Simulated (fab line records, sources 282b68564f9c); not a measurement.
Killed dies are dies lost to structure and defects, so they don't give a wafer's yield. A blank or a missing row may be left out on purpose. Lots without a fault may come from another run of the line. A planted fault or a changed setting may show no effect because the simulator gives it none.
Which tool did it? | flow rit_cmos | 14 lots, 42 wafers sampled, at 2 steps of a route of 202

WHAT THE GAUGES READ, wafer by wafer
RIT_NSD_OVL_MEAS_06. Usual: NSD_OVL 0.4 nm, standard deviation 1.4.
lot  | measured    | on         | NSD_OVL (nm)   | flag
L145 | day 3 00:29 | overlay-02 | 1.3 -0.4 0.6   |
L146 | day 3 03:59 | overlay-01 | 0.3 -1.2 0.3   |
L147 | day 3 16:58 | overlay-01 | -1.7 -0.7 0.9  |
L148 | day 3 23:13 | overlay-01 | -0.9 0.9 0.7   |
L149 | day 4 06:01 | overlay-01 | -1.8 -0.8 -1.4 |
L151 | day 4 11:08 | overlay-02 | - - -          | OFF
L155 | day 5 12:28 | overlay-02 | - - -          | OFF
L159 | day 6 07:40 | overlay-01 | - - -          | OFF
L160 | day 6 10:31 | overlay-01 | 2.6 0.6 -0.4   |
L161 | day 6 18:11 | overlay-02 | -0.6 -0.5 0.0  |
L162 | day 6 18:47 | overlay-02 | 0.0 0.7 0.7    |
L165 | day 7 08:50 | overlay-02 | 2.7 1.8 2.8    |
L166 | day 7 14:12 | overlay-02 | 0.5 -1.1 -1.0  |
L168 | day 7 19:34 | overlay-02 | 1.6 1.4 2.7    |

WHICH TOOL RAN EACH LOT (tool, then ch and the chambers of the sampled wafers, then the start)
lot  | RIT_NSD_EXPOSE_03
L145 | iline_stepper-01 ch 0, day 3 00:05
L146 | iline_stepper-02 ch 0, day 3 03:35
L147 | iline_stepper-02 ch 0, day 3 16:35
L148 | iline_stepper-01 ch 0, day 3 22:47
L149 | iline_stepper-02 ch 0, day 4 05:37
L151 | iline_stepper-02 ch 0, day 4 10:44
L155 | iline_stepper-02 ch 0, day 5 12:06
L159 | iline_stepper-02 ch 0, day 6 07:17
L160 | iline_stepper-01 ch 0, day 6 10:07
L161 | iline_stepper-01 ch 0, day 6 17:39
L162 | iline_stepper-01 ch 0, day 6 18:23
L165 | iline_stepper-01 ch 0, day 7 08:29
L166 | iline_stepper-01 ch 0, day 7 13:49
L168 | iline_stepper-01 ch 0, day 7 19:10
- RIT_NSD_EXPOSE_03: exposes mask M9, target cd 40700 nm.

WHAT THE TOOLS THEMSELVES READ (means of the sampled wafers that have a number; where no wafer has one, the mark that the record gives instead)
The record holds no such reading with a usual standard deviation.

THE ANSWER, worked out from the rows above alone
Rule: a lot is off if the mean of its wafers that have a number lies more than 3 standard deviations from the usual mean. A lot without any number at a reading at which 4 lots or more have one is off too. The other lots that the step has rows for count as sound. The gauges are gone through in route order, then the tools' own readings, and for those a lot's mean is taken as printed above. The first step at which some lot is off is used, and at that step the reading that is off furthest; a lot without a number counts as furthest.
Off: L151, L155, L159, at RIT_NSD_OVL_MEAS_06 (NSD_OVL). Without a number there: L151, L155, L159.
A tool fits if, at a process step before that reading, it ran every lot that is off, and no sound lot after the first of them. The gauges at RIT_NSD_OVL_MEAS_06 are tried like those tools. One fits: iline_stepper-02 at RIT_NSD_EXPOSE_03. Its last sound lot is L149 (day 4 05:37), its first lot that is off L151 (day 4 10:44): a fault that began between those two fits.

WHAT THE SIMULATOR HAD PUT IN
Scanner matching overlay: iline_stepper-02, from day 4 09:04 on, at RIT_NSD_EXPOSE_03. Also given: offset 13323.
Lots struck among those shown: L151, L155, L159. The rule above found the same.
